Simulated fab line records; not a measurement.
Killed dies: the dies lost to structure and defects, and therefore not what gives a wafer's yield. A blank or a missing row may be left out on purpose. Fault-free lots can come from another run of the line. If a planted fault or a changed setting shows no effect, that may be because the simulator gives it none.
Split-lot experiment | flow ritCmos | 5 lots, 23 wafers read, on a route of 202 steps

== SPLIT DETAILS ==
At RIT_M1_METAL_ETCH_12 (etches Al in Cl2/BCl3, stops on SiO2, time 165 s, target depth 600 nm), the setting rfW was moved away from the recipe's 250 W on 8 of the 23 wafers read, by -7.4% to +11.8%. The other wafers ran this setting at the recipe's value.

The reading is taken at the split's own step.

== THE READING ==
NOVOLAK_of_M1_COAT_04.thkNm (the simulator's own value, which no gauge read), in nm, at RIT_M1_METAL_ETCH_12 (etches Al in Cl2/BCl3, stops on SiO2, time 165 s, target depth 600 nm). The file does not state a usual value for it. Here, 15 wafers ran the recipe; their average is 820.9 nm with a standard deviation of 14 nm.

wafer  | tool, chamber at the split | rfW as run, W | against the recipe | NOVOLAK_of_M1_COAT_04.thkNm, nm | against lot-mates on the recipe
L075.1 | rieMetal-04, 1             | 250           | recipe             | 811.8                           | -
L075.4 | rieMetal-04, 1             | 250           | recipe             | 813.3                           | -
L075.6 | rieMetal-04, 0             | 250           | recipe             | 793.6                           | -
L077.1 | rieMetal-03, 0             | 250           | recipe             | 829.5                           | -
L077.2 | rieMetal-03, 0             | 250           | recipe             | 828.7                           | -
L077.3 | rieMetal-03, 0             | 250           | recipe             | 828                             | -
L077.4 | rieMetal-03, 0             | 231.5         | -7.4%              | 856.4                           | +27.7
L077.6 | rieMetal-03, 0             | 231.5         | -7.4%              | 857.9                           | +29.2
L078.2 | rieMetal-04, 1             | 266.2         | +6.5%              | 791                             | -8.2
L078.3 | rieMetal-04, 1             | 250           | recipe             | 807.6                           | -
L078.4 | rieMetal-04, 0             | 266.2         | +6.5%              | 764.8                           | -34.4
L078.5 | rieMetal-04, 1             | 266.2         | +6.5%              | 788.1                           | -11.1
L078.6 | rieMetal-04, 0             | 250           | recipe             | 790.8                           | -
L080.1 | rieMetal-03, 0             | 250           | recipe             | 830                             | -
L080.2 | rieMetal-03, 1             | 250           | recipe             | 822.8                           | -
L080.3 | rieMetal-03, 0             | 250           | recipe             | 827.7                           | -
L080.4 | rieMetal-03, 1             | 250           | recipe             | 823.8                           | -
L080.6 | rieMetal-03, 0             | 250           | recipe             | 831.1                           | -
L085.1 | rieMetal-02, 1             | 279.6         | +11.8%             | 766.2                           | -71.4
L085.2 | rieMetal-02, 0             | 250           | recipe             | 836.2                           | -
L085.3 | rieMetal-02, 0             | 279.6         | +11.8%             | 799.6                           | -38.0
L085.4 | rieMetal-02, 1             | 279.6         | +11.8%             | 763.1                           | -74.5
L085.5 | rieMetal-02, 0             | 250           | recipe             | 839                             | -

THE FIT
A straight line over all 23 wafers: NOVOLAK_of_M1_COAT_04.thkNm changes by -4.4 nm for each +1% of rfW; r = -0.84; the points scatter about the line by 15 nm.
The same after taking each lot's own level away (the mean of its wafers on the recipe; 23 wafers): -4.49 nm for each +1%; r = -0.92; scatter 10 nm.
On that fit, the largest move of rfW shifts the reading by 53 nm.
Measured against the standard deviation above, the lots' own levels, which go from 799.20 to 837.60 nm, span 2.7 times it.
The two slopes are in agreement: the lot-to-lot level therefore moves the slope only a little.
Check: -48.1 nm against its lot-mates is what the line predicts for one of the wafers moved furthest among these (+11.8%) when that wafer is left out of the fit. Against them it came out at -71.4 nm.

== ADDITIONAL SPLITS CARRIED BY THESE WAFERS ==
Other splits were also applied to these wafers ahead of the reading. Each is held against what the fit with the lots' levels taken away leaves over:
other split on the same wafers | wafers away from the commonest value | r with NOVOLAK_of_M1_COAT_04.thkNm (lot level and that fit taken away)
RIT_PSD_SOFTBAKE_02 tempC      | 12                                   | +0.25
RIT_SILICIDE_SPUTTER_01 timeS  | 4                                    | -0.25
RIT_CONTACT_EXPOSE_05 doseMj   | 4                                    | +0.35
RIT_M1_EXPOSE_06 doseMj        | 8                                    | -0.25

== FILE'S OWN FIT ==
NOVOLAK_of_M1_COAT_04.thkNm changes by -4.44 nm for each +1% of rfW, r = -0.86.
